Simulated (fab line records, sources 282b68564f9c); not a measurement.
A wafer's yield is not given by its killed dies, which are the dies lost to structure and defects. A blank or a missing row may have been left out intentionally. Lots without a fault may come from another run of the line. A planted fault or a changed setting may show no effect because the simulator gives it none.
The tool behind it: which one? / flow ritCmos / 14 lots, 42 wafers sampled, at 3 steps of a route of 202

## WHAT THE GAUGES READ, wafer by wafer
RIT_SDANNEAL_RS_MEAS_04: a four-point-probe measurement.
lot=L748; measured=day 3 04:34; on=filmMetro-01; PSD_RS (ohm/sq)=116.1 116.5 116.4
lot=L751; measured=day 3 16:11; on=filmMetro-01; PSD_RS (ohm/sq)=115.9 115.9 115.9
lot=L753; measured=day 4 04:32; on=filmMetro-02; PSD_RS (ohm/sq)=116.0 115.8 115.8
lot=L754; measured=day 4 07:40; on=filmMetro-01; PSD_RS (ohm/sq)=116.0 116.0 116.3
lot=L755; measured=day 4 13:50; on=filmMetro-03; PSD_RS (ohm/sq)=116.4 116.5 116.3
lot=L756; measured=day 4 16:43; on=filmMetro-02; PSD_RS (ohm/sq)=115.9 115.7 115.3
lot=L758; measured=day 5 03:52; on=filmMetro-02; PSD_RS (ohm/sq)=115.3 115.4 115.6
lot=L760; measured=day 5 17:11; on=filmMetro-02; PSD_RS (ohm/sq)=115.7 115.8 115.4
lot=L761; measured=day 5 22:54; on=filmMetro-03; PSD_RS (ohm/sq)=115.6 115.2 116.0
lot=L762; measured=day 6 00:55; on=filmMetro-02; PSD_RS (ohm/sq)=115.6 115.5 115.3
lot=L765; measured=day 6 15:29; on=filmMetro-01; PSD_RS (ohm/sq)=128.2 128.3 128.7
lot=L767; measured=day 7 01:28; on=filmMetro-02; PSD_RS (ohm/sq)=127.9 127.9 127.8
lot=L768; measured=day 7 04:30; on=filmMetro-03; PSD_RS (ohm/sq)=116.1 116.3 116.4
lot=L770; measured=day 7 14:50; on=filmMetro-03; PSD_RS (ohm/sq)=116.2 116.1 115.7

RIT_SDANNEAL_RS_MEAS_06: a four-point-probe measurement.
lot=L748; measured=day 3 04:49; on=filmMetro-01; PLDD_RS (ohm/sq)=179.3 178.6 179.4
lot=L751; measured=day 3 16:25; on=filmMetro-01; PLDD_RS (ohm/sq)=179.6 178.7 179.1
lot=L753; measured=day 4 04:46; on=filmMetro-02; PLDD_RS (ohm/sq)=178.0 178.0 177.5
lot=L754; measured=day 4 07:55; on=filmMetro-01; PLDD_RS (ohm/sq)=179.7 178.9 179.2
lot=L755; measured=day 4 14:05; on=filmMetro-03; PLDD_RS (ohm/sq)=179.2 178.8 179.1
lot=L756; measured=day 4 16:58; on=filmMetro-02; PLDD_RS (ohm/sq)=178.3 178.1 178.0
lot=L758; measured=day 5 04:06; on=filmMetro-02; PLDD_RS (ohm/sq)=178.6 178.7 179.0
lot=L760; measured=day 5 17:25; on=filmMetro-02; PLDD_RS (ohm/sq)=179.1 179.0 179.3
lot=L761; measured=day 5 23:08; on=filmMetro-03; PLDD_RS (ohm/sq)=178.1 177.6 178.4
lot=L762; measured=day 6 01:09; on=filmMetro-02; PLDD_RS (ohm/sq)=178.1 178.5 177.9
lot=L765; measured=day 6 15:43; on=filmMetro-01; PLDD_RS (ohm/sq)=191.2 191.5 191.5
lot=L767; measured=day 7 01:43; on=filmMetro-02; PLDD_RS (ohm/sq)=191.5 191.2 191.1
lot=L768; measured=day 7 04:44; on=filmMetro-03; PLDD_RS (ohm/sq)=180.0 179.8 179.8
lot=L770; measured=day 7 15:04; on=filmMetro-03; PLDD_RS (ohm/sq)=178.9 178.9 178.3

## EACH LOT AND THE TOOL THAT RAN IT (in order: tool; ch and the chambers of the sampled wafers; start)
lot=L748; RIT_SDANNEAL_RTA_03=rtpAnneal-01 ch 0, day 3 04:29
lot=L751; RIT_SDANNEAL_RTA_03=rtpAnneal-02 ch 0, day 3 16:04
lot=L753; RIT_SDANNEAL_RTA_03=rtpAnneal-02 ch 0, day 4 04:25
lot=L754; RIT_SDANNEAL_RTA_03=rtpAnneal-01 ch 0, day 4 07:36
lot=L755; RIT_SDANNEAL_RTA_03=rtpAnneal-02 ch 0, day 4 13:47
lot=L756; RIT_SDANNEAL_RTA_03=rtpAnneal-01 ch 0, day 4 16:40
lot=L758; RIT_SDANNEAL_RTA_03=rtpAnneal-01 ch 0, day 5 03:47
lot=L760; RIT_SDANNEAL_RTA_03=rtpAnneal-01 ch 0, day 5 17:07
lot=L761; RIT_SDANNEAL_RTA_03=rtpAnneal-02 ch 0, day 5 22:50
lot=L762; RIT_SDANNEAL_RTA_03=rtpAnneal-01 ch 0, day 6 00:50
lot=L765; RIT_SDANNEAL_RTA_03=rtpAnneal-01 ch 0, day 6 15:25
lot=L767; RIT_SDANNEAL_RTA_03=rtpAnneal-01 ch 0, day 7 01:24
lot=L768; RIT_SDANNEAL_RTA_03=rtpAnneal-02 ch 0, day 7 04:27
lot=L770; RIT_SDANNEAL_RTA_03=rtpAnneal-02 ch 0, day 7 14:46
- RIT_SDANNEAL_RTA_03: time 5 s.

## AS READ BY THE TOOLS THEMSELVES (means over the sampled wafers that have a number; for cases with no such wafer, the mark the record gives instead)
RIT_SDANNEAL_RTA_03.
lot=L748 tool=rtpAnneal-01 wafer_temp_C_max=1054.6
lot=L751 tool=rtpAnneal-02 wafer_temp_C_max=1053.3
lot=L753 tool=rtpAnneal-02 wafer_temp_C_max=1053.8
lot=L754 tool=rtpAnneal-01 wafer_temp_C_max=1054.3
lot=L755 tool=rtpAnneal-02 wafer_temp_C_max=1053.3
lot=L756 tool=rtpAnneal-01 wafer_temp_C_max=1054.0
lot=L758 tool=rtpAnneal-01 wafer_temp_C_max=1054.9
lot=L760 tool=rtpAnneal-01 wafer_temp_C_max=1053.3
lot=L761 tool=rtpAnneal-02 wafer_temp_C_max=1053.4
lot=L762 tool=rtpAnneal-01 wafer_temp_C_max=1052.6
lot=L765 tool=rtpAnneal-01 wafer_temp_C_max=1054.1
lot=L767 tool=rtpAnneal-01 wafer_temp_C_max=1053.7
lot=L768 tool=rtpAnneal-02 wafer_temp_C_max=1052.7
lot=L770 tool=rtpAnneal-02 wafer_temp_C_max=1052.7

## THE ANSWER, worked out from the rows above alone
Rule: the lots themselves supply what counts as usual. The widest of any qualifying gaps counts: lots, ordered by their means at a reading, are off when they make up no more than a third of the lots, leave a main group of 4 or more, and stand apart from it by 3 or more times the standard deviation of that group's means. A main group whose means are all the same, to the digits that the tables above print for the reading, isn't used. A lot without any number at a reading at which 4 lots or more have one is off too. The other lots that the step has rows for count as sound. First the gauges in route order, then the tools' own readings, where a lot's mean is used as printed above. The first step at which some lot is off is used, and at that step the reading that is off furthest; a lot without a number counts as furthest.
Off: at RIT_SDANNEAL_RS_MEAS_04 (PSD_RS), L765, L767. For the main group the mean is 115.9 ohm/sq and the standard deviation 0.32.
If a tool, at a process step before that reading, ran all the lots that are off and no sound lot after the first of them, it fits. The gauges at RIT_SDANNEAL_RS_MEAS_04 are tried like those tools. One fits: RIT_SDANNEAL_RTA_03 on rtpAnneal-01. A fault onset in the window from L762 (day 6 00:50, its last sound lot) to L765 (day 6 15:25, its first lot off) fits.

## WHAT THE SIMULATOR PUT IN
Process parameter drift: rtpAnneal-01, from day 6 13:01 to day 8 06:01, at RIT_SDANNEAL_RTA_03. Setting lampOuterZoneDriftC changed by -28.
Shown lots that were struck: L765, L767. Same finding as the rule above.
